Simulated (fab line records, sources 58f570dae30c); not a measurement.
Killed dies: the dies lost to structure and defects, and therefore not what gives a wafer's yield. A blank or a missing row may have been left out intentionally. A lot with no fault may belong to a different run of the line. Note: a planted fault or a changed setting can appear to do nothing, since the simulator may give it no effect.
Comparing a struck lot with a sound one    flow berkeley-cmos170    17 out of 331 route steps
Sound: these wafers, L518.4, L518.5, L518.6. Struck: wafers L520.1, L520.2, L520.4. The cause is given at the end.
Each step with rows lists, per side, the tool, then ch with its chambers, then its first start. Under that, the readings that differ: sound wafers    struck wafers    difference of the means    sigmas: that difference in standard deviations of wafers without a fault.
alike: same words and numbers on both sides, and readings whose means sit less than 2 such deviations apart. not compared: any withheld reading, any reading some wafer has no value for, any bound like >300 that may hide the same value, and any number with overlapping values for which the record gives no deviation.
Wherever a step has rows on one side only, a row that says differs or no value, or a row with sigmas, the two part there. Numbers that have no deviation but don't overlap get no sigmas and don't part them. Lack of a reading on every wafer of one side parts them only where that side has two or more wafers.

UCB170_SDANNEAL_RS_MEAS_04: a four-point-probe measurement.
  struck on film-metro-03, day 11 09:02; sound on film-metro-01, day 10 23:12
  alike: PLDD_RS
UCB170_SDANNEAL_RS_MEAS_05: a four-point-probe measurement.
  struck on film-metro-03, day 11 09:09; sound on film-metro-01, day 10 23:19
reading           sound              struck             difference  sigmas
NLDD_RS (ohm/sq)  613.8 615.0 613.4  620.1 616.7 619.0  +4.5        +2
then, 1 step without rows for these wafers: UCB170_SILICIDE_PRE_CLEAN_00 (preclean etch time 60 s).
UCB170_SILICIDE_SPUTTER_01: material Ti, target thk 30 nm, time 25 s.
  struck on pvd-sputter-04, day 11 09:20; sound on pvd-sputter-04, day 10 23:27
  alike: throttle-valve-pct
UCB170_SILICIDE_RS_MEAS_02: a four-point-probe measurement.
  struck on film-metro-03, day 11 09:22; sound on film-metro-03, day 10 23:32
  alike: SILICIDE_TI_RS
UCB170_SILICIDE_THK_MEAS_03: measures by xrf.
  struck on film-metro-03, day 11 09:29; sound on film-metro-03, day 10 23:38
  alike: SILICIDE_TI_THK
UCB170_SILICIDE_RTA_04: time 15 s.
  sound on rtp-anneal-02 ch 0, day 10 23:42; struck on rtp-anneal-01 ch 0, day 11 09:33
reading             sound              struck             difference  sigmas
lamp-power-pct (%)  11.7 11.7 11.7     11.0 11.0 11.0     -0.7        -2
wafer_temp_C_max    652.2 652.5 652.4  651.3 650.4 652.2  -1.1        -2
then, 3 steps without rows for these wafers: UCB170_SILICIDE_WET_ETCH_05 (etches Ti in SPM, time 45 s); UCB170_CONTACT_CLEAN_00 (cleans in SPM, time 600 s); UCB170_CONTACT_CVD_01 (deposits PSG from SiH4/O2/PH3, target thk 700 nm, time 2820 s).
UCB170_CONTACT_THK_MEAS_02:
  struck on film-metro-02, day 11 13:08; sound on film-metro-01, day 11 02:23
  alike: CONTACT_PSG_THK
then, 1 step without rows for these wafers: UCB170_CONTACT_HMDS_03 (prime time 60 s).
UCB170_CONTACT_COAT_04: resist thk 900 nm.
  sound on litho-track-02 ch 0, day 11 02:38; struck on litho-track-04 ch 0, day 11 13:20
reading                                   sound            struck           difference  sigmas
model.KrF_of_CONTACT_COAT_04.thk-nm (nm)  901 900.3 901.1  996.8 997 996.5  +96.0       
  alike: spin-speed-rpm
then, 1 step without rows for these wafers: UCB170_CONTACT_SOFTBAKE_05 (time 60 s).
UCB170_CONTACT_STRIP_06: strips in O2.
  sound on plasma-asher-03 ch 0,1, day 11 02:54; struck on plasma-asher-04 ch 0,1, day 11 13:38
reading                       sound              struck             difference  sigmas
strip-time-to-endpoint-s (s)  22.00 21.96 21.99  24.30 24.28 24.27  +2.30       +44
  alike: drypump-motor-current-A, oes-product-au
  not compared: rf-hours-counter-h
then, 2 steps without rows for these wafers: UCB170_CONTACT_CLEAN_07 (cleans in SPM, time 600 s); UCB170_M3_PROBE_99.

WHERE THEY PART
First at UCB170_SDANNEAL_RS_MEAS_05; last, within this record, at UCB170_CONTACT_STRIP_06.

WHY: what the simulator had put in
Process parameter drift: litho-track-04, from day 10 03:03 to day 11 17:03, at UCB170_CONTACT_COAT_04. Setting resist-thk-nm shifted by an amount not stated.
